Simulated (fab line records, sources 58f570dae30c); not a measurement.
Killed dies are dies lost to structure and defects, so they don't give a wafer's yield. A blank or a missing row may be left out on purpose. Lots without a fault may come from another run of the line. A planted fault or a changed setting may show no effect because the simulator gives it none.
A sampling plan put to the test | flow berkeley_cmos170 | one fab line, 17 faults that these records tell of, each judged on the records of the lots that it struck
The plan is the line's own looks: the steps of the route at which a gauge or an inspection reads the wafer and doesn't change it. A look can be judged if struck wafers have a number there and the file gives its usual mean and standard deviation on fault-free wafers. Caught: at a look after the fault's first step, the mean of the struck wafers lies 4 or more of those standard deviations (sigma) from the usual mean. On the tool: the same test on the tool's own readings at the fault's steps. Another recipe on the struck wafers, or a record that is blank for them alone, also counts as caught.

THE FAULTS, as the simulator had put them in
1. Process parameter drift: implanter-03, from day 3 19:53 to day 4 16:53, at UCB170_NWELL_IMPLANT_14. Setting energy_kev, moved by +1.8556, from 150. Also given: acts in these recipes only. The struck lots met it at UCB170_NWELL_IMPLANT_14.
2. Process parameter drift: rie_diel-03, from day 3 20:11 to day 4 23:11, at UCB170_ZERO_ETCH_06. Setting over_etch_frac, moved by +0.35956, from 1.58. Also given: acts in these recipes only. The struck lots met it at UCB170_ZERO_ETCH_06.
3. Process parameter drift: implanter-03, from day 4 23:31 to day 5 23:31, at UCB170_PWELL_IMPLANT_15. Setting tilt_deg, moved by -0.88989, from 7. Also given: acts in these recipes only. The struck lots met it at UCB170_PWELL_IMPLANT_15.
4. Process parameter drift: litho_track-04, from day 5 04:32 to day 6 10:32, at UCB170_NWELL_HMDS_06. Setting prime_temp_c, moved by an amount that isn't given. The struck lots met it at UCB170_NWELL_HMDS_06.
5. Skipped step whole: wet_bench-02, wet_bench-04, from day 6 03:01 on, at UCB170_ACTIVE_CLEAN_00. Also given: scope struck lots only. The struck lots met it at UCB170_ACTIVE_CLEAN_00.
6. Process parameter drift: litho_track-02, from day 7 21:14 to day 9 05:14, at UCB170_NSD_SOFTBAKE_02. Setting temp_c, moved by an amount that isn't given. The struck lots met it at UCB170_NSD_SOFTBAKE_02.
7. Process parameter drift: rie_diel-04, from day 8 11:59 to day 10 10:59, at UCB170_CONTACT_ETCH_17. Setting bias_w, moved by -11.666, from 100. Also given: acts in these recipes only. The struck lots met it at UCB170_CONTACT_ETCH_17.
8. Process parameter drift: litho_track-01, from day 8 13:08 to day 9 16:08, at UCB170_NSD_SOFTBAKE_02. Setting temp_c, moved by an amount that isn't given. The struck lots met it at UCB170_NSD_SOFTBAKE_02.
9. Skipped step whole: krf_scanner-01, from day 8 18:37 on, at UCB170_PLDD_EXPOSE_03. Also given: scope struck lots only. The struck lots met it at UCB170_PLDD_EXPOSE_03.
10. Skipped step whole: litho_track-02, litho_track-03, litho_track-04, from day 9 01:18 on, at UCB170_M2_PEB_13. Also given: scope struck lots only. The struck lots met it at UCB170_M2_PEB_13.
11. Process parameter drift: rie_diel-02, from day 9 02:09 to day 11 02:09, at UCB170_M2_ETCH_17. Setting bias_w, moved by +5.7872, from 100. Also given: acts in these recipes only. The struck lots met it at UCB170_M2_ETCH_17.
12. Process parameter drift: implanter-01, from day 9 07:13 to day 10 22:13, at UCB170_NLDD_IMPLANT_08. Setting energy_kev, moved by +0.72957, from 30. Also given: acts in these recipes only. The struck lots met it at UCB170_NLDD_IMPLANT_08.
13. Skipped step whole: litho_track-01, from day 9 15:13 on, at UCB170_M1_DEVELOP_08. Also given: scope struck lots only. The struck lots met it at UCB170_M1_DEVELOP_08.
14. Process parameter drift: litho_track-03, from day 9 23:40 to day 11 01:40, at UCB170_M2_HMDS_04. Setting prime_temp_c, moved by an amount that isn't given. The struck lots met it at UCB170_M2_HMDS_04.
15. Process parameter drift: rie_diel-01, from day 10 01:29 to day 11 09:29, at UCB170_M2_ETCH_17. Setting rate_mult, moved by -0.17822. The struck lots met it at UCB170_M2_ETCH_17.
16. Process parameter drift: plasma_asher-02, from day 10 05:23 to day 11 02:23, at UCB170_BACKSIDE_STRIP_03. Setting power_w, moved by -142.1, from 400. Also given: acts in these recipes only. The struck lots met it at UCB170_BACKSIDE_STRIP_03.
17. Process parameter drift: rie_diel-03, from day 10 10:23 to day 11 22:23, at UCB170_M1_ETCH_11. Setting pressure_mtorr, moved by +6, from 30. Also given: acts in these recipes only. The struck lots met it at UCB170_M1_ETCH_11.

WHAT THE PLAN SAW
fault | on the tool itself                               | first look that catches it                      | reading, sigma | median hours from its first step to that look | hours from the fault's start to the first struck lot there | judged looks passed uncaught
1     | beam_energy_keV +38 sigma                        | no look after it can be judged                  | -              | -                                             | -                                                          | 0
2     | only faintly: oes_product_au -2.5 sigma          | no look after it can be judged                  | -              | -                                             | -                                                          | 0
3     | tilt_deg -44 sigma                               | no look after it can be judged                  | -              | -                                             | -                                                          | 0
4     | prime_temp_c -6.5 sigma                          | none of the 3 looks that can be judged after it | -              | -                                             | -                                                          | 3
5     | the tool's record is blank for the struck wafers | none of the 2 looks that can be judged after it | -              | -                                             | -                                                          | 2
6     | heater_power_total_W +47 sigma                   | UCB170_NSD_CD_MEAS_06                           | cd_nm +9.5     | 0.6                                           | 5                                                          | 0
7     | bias_w -39 sigma                                 | no look after it can be judged                  | -              | -                                             | -                                                          | 0
8     | heater_power_total_W +31 sigma                   | UCB170_NSD_CD_MEAS_06                           | cd_nm +6.0     | 0.7                                           | 12                                                         | 0
9     | no reading that can be judged                    | no look after it can be judged                  | -              | -                                             | -                                                          | 0
10    | the tool's record is blank for the struck wafers | no look after it can be judged                  | -              | -                                             | -                                                          | 0
11    | bias_w +19 sigma                                 | no look after it can be judged                  | -              | -                                             | -                                                          | 0
12    | beam_energy_keV +83 sigma                        | not the one look that can be judged after it    | -              | -                                             | -                                                          | 1
13    | the tool's record is blank for the struck wafers | no look after it can be judged                  | -              | -                                             | -                                                          | 0
14    | prime_temp_c -14 sigma                           | no look after it can be judged                  | -              | -                                             | -                                                          | 0
15    | oes_product_au -5.3 sigma                        | no look after it can be judged                  | -              | -                                             | -                                                          | 0
16    | strip_time_to_endpoint_s +99 or beyond sigma     | no look after it can be judged                  | -              | -                                             | -                                                          | 0
17    | chamber_pressure_mTorr +99 or beyond sigma       | no look after it can be judged                  | -              | -                                             | -                                                          | 0
A dash: the fault isn't caught, or these records don't give the number.

Caught at a look: 2 of 17. Caught on the tool: 15 of 17. By one or the other: 15 of 17.
Caught on the tool alone: faults 1, 3, 4, 5, 7, 10, 11, 12, 13, 14, 15, 16, 17.
Caught by neither: faults 2, 9.

THINNER SAMPLING
If the look that catches a fault measured only every second or every third lot, by lot number, the first struck lot would be measured this late in the worst case:
fault | struck lots at that look, in order of time | every lot | every second lot | every third lot
6     | L625, L629                                 | 5 h       | may miss all 2   | may miss all 2
8     | L280, L281                                 | 12 h      | 19 h             | may miss all 2
Hours are from the fault's start to the first struck lot that is measured. The limit of 4 sigma was tested on all struck wafers together, so one lot alone may lie under it. Other struck lots may not be in these records.

THE LONGEST TIMED WAY FROM STEP TO LOOK
Fault 8: a median of 0.7 hours passes between UCB170_NSD_SOFTBAKE_02 and UCB170_NSD_CD_MEAS_06. No look between them can be judged.
